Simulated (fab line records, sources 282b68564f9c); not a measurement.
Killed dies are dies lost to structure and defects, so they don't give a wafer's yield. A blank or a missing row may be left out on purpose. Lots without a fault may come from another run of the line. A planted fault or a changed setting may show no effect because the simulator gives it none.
Split-lot experiment | flow rit_cmos | 5 lots, 23 wafers read, on a route of 202 steps

THE SPLIT
At RIT_M1_COAT_04 (resist thk 1300 nm), the setting resist_thk_nm was moved away from the recipe's 1300 nm on 11 of the 23 wafers read, by -5.5% to -2.6%. The other wafers ran this setting at the recipe's value.

FROM THE SPLIT TO THE READING: what the file shows between them, 4 steps
- RIT_M1_SOFTBAKE_05: time 60 s
- RIT_M1_EXPOSE_06: exposes mask M12, target cd 2600 nm
- RIT_M1_PEB_07
- RIT_M1_DEVELOP_08: develop time 68 s

THE READING
cd_nm, in nm, at RIT_M1_CD_MEAS_09 (target cd 2600 nm). Fault-free wafers of this fab line usually give 2599.1 nm, standard deviation 1.6 nm.

wafer  | tool, chamber at the split | resist_thk_nm as run, nm | against the recipe | cd_nm, nm | against lot-mates on the recipe
L075.2 | litho_track-03, 0          | 1300                     | recipe             | 2600.7    | -
L075.3 | litho_track-03, 0          | 1234                     | -5.1%              | 2596.0    | -4.6
L075.4 | litho_track-03, 0          | 1234                     | -5.1%              | 2595.2    | -5.4
L075.5 | litho_track-03, 0          | 1234                     | -5.1%              | 2592.0    | -8.6
L075.6 | litho_track-03, 0          | 1300                     | recipe             | 2600.5    | -
L078.1 | litho_track-02, 0          | 1262                     | -2.9%              | 2597.0    | -2.2
L078.2 | litho_track-02, 0          | 1300                     | recipe             | 2598.7    | -
L078.3 | litho_track-02, 0          | 1300                     | recipe             | 2599.8    | -
L078.5 | litho_track-02, 0          | 1262                     | -2.9%              | 2596.8    | -2.4
L078.6 | litho_track-02, 0          | 1262                     | -2.9%              | 2595.0    | -4.2
L079.1 | litho_track-04, 0          | 1266                     | -2.6%              | 2595.2    | -2.5
L079.2 | litho_track-04, 0          | 1300                     | recipe             | 2596.7    | -
L079.3 | litho_track-04, 0          | 1266                     | -2.6%              | 2596.9    | -0.8
L079.4 | litho_track-04, 0          | 1300                     | recipe             | 2598.6    | -
L079.6 | litho_track-04, 0          | 1300                     | recipe             | 2597.9    | -
L082.1 | litho_track-04, 0          | 1300                     | recipe             | 2599.2    | -
L082.2 | litho_track-04, 0          | 1300                     | recipe             | 2597.1    | -
L082.3 | litho_track-04, 0          | 1300                     | recipe             | 2598.2    | -
L084.1 | litho_track-03, 0          | 1229                     | -5.5%              | 2593.9    | -4.9
L084.2 | litho_track-03, 0          | 1229                     | -5.5%              | 2590.6    | -8.2
L084.3 | litho_track-03, 0          | 1300                     | recipe             | 2599.1    | -
L084.4 | litho_track-03, 0          | 1300                     | recipe             | 2598.5    | -
L084.6 | litho_track-03, 0          | 1229                     | -5.5%              | 2593.2    | -5.6

THE FIT
A straight line over all 23 wafers: cd_nm changes by +0.997 nm for each +1% of resist_thk_nm; r = +0.86; the points scatter about the line by 1.4 nm.
The same after taking each lot's own level away (the mean of its wafers on the recipe; 23 wafers): +1.15 nm for each +1%; r = +0.92; scatter 1.1 nm.
On that fit, the largest move of resist_thk_nm shifts the reading by 6.3 nm.
The lots' own levels span 2597.73 to 2600.60 nm, that is 1.8 times the standard deviation above.
So the lot-to-lot level changes the slope: the two fits differ.
Check: with one of the wafers moved furthest among these (-5.5%) left out of the fit, the line predicts -6.38 nm for it against its lot-mates. It came out at -4.9 nm against them.

OTHER SPLITS ON THESE WAFERS
These wafers also went through other splits before the reading. Each is held against what the fit with the lots' levels taken away leaves over:
other split on the same wafers | wafers away from the commonest value | r with cd_nm (lot level and that fit taken away)
RIT_PLDD_COAT_01 resist_thk_nm | 8                                    | +0.12
RIT_SDANNEAL_RTA_03 time_s     | 10                                   | +0.04
RIT_SILICIDE_SPUTTER_01 time_s | 4                                    | -0.23
RIT_CONTACT_ETCH_11 time_s     | 8                                    | -0.02

THE WHOLE CHAIN: every reading that the file lists as answering this split, in the file's order
step               | what it does       | reading                                                                       | change (the file's fit)              | r (the file's)
RIT_M1_COAT_04     | resist thk 1300 nm | NOVOLAK_of_M1_COAT_04.thk_nm (the simulator's own value, which no gauge read) | +12.8 nm for each +1% of the setting | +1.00
RIT_M1_CD_MEAS_09  | target cd 2600 nm  | cd_nm                                                                         | +1.11 nm for each +1% of the setting | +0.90
RIT_M1_HARDBAKE_11 | time 120 s         | NOVOLAK_of_M1_COAT_04.thk_nm (the simulator's own value, which no gauge read) | +11.1 nm for each +1% of the setting | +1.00

THE FILE'S OWN FIT
cd_nm changes by +1.11 nm for each +1% of resist_thk_nm, r = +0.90.
